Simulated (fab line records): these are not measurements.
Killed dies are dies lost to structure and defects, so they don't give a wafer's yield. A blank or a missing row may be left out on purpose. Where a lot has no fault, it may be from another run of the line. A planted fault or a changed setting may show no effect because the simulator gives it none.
Problem report in the 8D (eight disciplines) form, filled by code    flow rit cmos    the parts of the form that need people (team, actions taken, sign-off) are left out

== 1. WHAT WENT WRONG ==
Wafers with no fault read 268.2 s with a standard deviation of 0.39, whereas run length s at RIT_SPACER_ETCHBACK_05 reads a mean of 200.0 s on 1 wafer of 1 lot. That is -99 or more standard deviations from the usual mean.
The step: etches Si3N4 in SF6/CHF3, stops on SiO2, target depth 250 nm, time 240 s.
Earliest sighting: wafer L158.4 on rie diel-03 at day 6 16:25. The record holds 39 wafers of 13 lots with a number at this step. The rule behind "out" and "out of limits": a value lying over 4 standard deviations away from the usual mean. The rest of the wafers with a number are treated as sound.

== 2. WHAT IT IS, AND WHAT IT ISN'T ==
question                     is                            is not
which readings at this step  run length s, oes product au  drypump motor current A, throttle valve pct
which lots                   L158                          L140, L141, L143, L144, L145, L146, L148, L149, L151, L154, L156, L163
which wafers of those lots   L158.4                        L158.2, L158.5
read on which tools          rie diel-03                   rie diel-01, rie diel-04
when                         from day 6 16:25              up to then (35 sound wafers); but 3 sound wafers of L163 came after

== 3. SUSPECTS, AND WHAT RULES EACH OUT ==
Counting: any tool at a process step up to the reading remains a suspect provided it ran every lot that is out. Sound lots after the first of them don't rule it out here, since some wafers of a struck lot are sound.
- rie diel-03 at RIT_SPACER_ETCHBACK_05 (etches Si3N4 in SF6/CHF3, stops on SiO2, target depth 250 nm, time 240 s): kept. L158, the lot that is out, went through it at day 6 16:25; up to then, the latest sound lot through it was L156 at day 6 05:26. On those wafers its own readings are out: oes product au, run length s.
- Within rie diel-03 at RIT_SPACER_ETCHBACK_05: the wafers that are out ran in chamber 3; their sound lot-mates ran in chambers 0, 2.
After counting, what remains is rie diel-03 at RIT_SPACER_ETCHBACK_05.

== 4. THE CAUSE (what the simulator had put in) ==
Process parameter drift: rie diel-03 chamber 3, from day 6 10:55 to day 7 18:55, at RIT_SPACER_ETCHBACK_05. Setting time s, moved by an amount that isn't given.
The count eliminated every tool but this one.

== 5. SEQUENCE OF EFFECTS, ordered by route ==
Each row: a reading where the mean over the struck wafers with a number is more than 3 standard deviations away from the usual. Only readings whose record carries a usual standard deviation are examined. hours: median over the lots of the time between each lot's start at the first step of this table that gives one and its start at this step. sigmas: the change, counted in usual standard deviations.
hours  step                    reading         usual       on struck wafers  change  sigmas
0      RIT_SPACER_ETCHBACK_05  oes product au  0.837 a.u.  1.021             +0.184  +14
0      RIT_SPACER_ETCHBACK_05  run length s    268.2 s     200.0             -68.2   -99 or more
Here are the process steps it includes:
- RIT_SPACER_ETCHBACK_05: etches Si3N4 in SF6/CHF3, stops on SiO2, target depth 250 nm, time 240 s.

== 6. HOW IT WOULD HAVE BEEN CAUGHT EARLIER ==
The fault began at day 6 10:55; the first out-of-limits reading in this record came at day 6 16:25, 5 hours later.
